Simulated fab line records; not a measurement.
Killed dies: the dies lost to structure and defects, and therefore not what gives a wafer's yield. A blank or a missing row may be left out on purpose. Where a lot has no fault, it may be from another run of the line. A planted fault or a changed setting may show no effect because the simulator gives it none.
One fault through the eyes of 2 desks ; flow berkeley cmos170 ; every desk sees just its own numbers, and what lay behind them comes last

## FOR THE TOOL OWNER'S DESK: cmp-01
The tool's own readings at UCB170_V2_CMP_02 (polishes SiO2): means of the sampled wafers that have a number, for each lot that ran on this tool. Marked OUT: a lot whose mean sits more than 4 standard deviations from the usual mean, which makes it out of limits; the brackets give that distance.
Columns: A = motor current A at UCB170_V2_CMP_02, usual 16.7 A; B = slurry filter dp kPa at UCB170_V2_CMP_02, usual 13.52 kPa
lot;first seen here;A;B
L617;day 8 23:57;17.3;13.47
L621;day 9 19:20;16.0;13.64
L625;day 10 08:50;16.3;13.43
L627;day 10 23:16;16.2;13.54
This desk found nothing out of limits on any of the 4 lots.

## METROLOGY DESK
What the gauges read, lot by lot, whatever tool the lot ran on: means of the sampled wafers that have a number. Marked OUT: a lot whose mean sits more than 4 standard deviations from the usual mean, which makes it out of limits; the brackets give that distance.
Columns: A = NLDD_OVL at UCB170_NLDD_OVL_MEAS_07, usual 0 nm; B = V2_POLISHED_THK at UCB170_V2_THK_MEAS_04, usual 1000.6 nm
lot;first seen here;A;B
L616;day 7 05:46;-1;1001.5
L618;day 7 16:20;2;1002.9
L617;day 7 16:26;-2;998.9
L619;day 8 07:13;9;1002.3
L620;day 8 07:35;-4;1000.3
L621;day 8 17:20;0;999.8
L622;day 9 02:03;1;1002.1
L625;day 9 02:37;5;999.3
L627;day 9 18:18;-3;1113.3 (+87) OUT
L630;day 10 07:25;-3;1001.0
L632;day 11 05:41;-3;1001.1
L636;day 11 12:49;1;1000.5
L638;day 12 14:53;0;1000.4
This desk's finding: out of limits on L627; first on L627, day 10 23:41 (V2_POLISHED_THK at UCB170_V2_THK_MEAS_04). L616, L618, L617, L619, L620, L621, L622, L625, L630, L632, L636, L638: within limits.

## TAKEN TOGETHER
Metrology desk: alarm possible at day 10 23:41 on L627.
The tool owner's desk saw nothing out of limits.
On record at the tool owner's desk: L627, within its limits.
All the named lots went through UCB170_V2_CMP_02 on cmp-01.

## WHAT THE SIMULATOR HAD PUT IN
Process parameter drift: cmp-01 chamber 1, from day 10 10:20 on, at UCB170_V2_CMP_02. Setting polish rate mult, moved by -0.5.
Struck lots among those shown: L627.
Time in hours between the start of the fault and the first out-of-limits reading at each desk: metrology desk, 13.
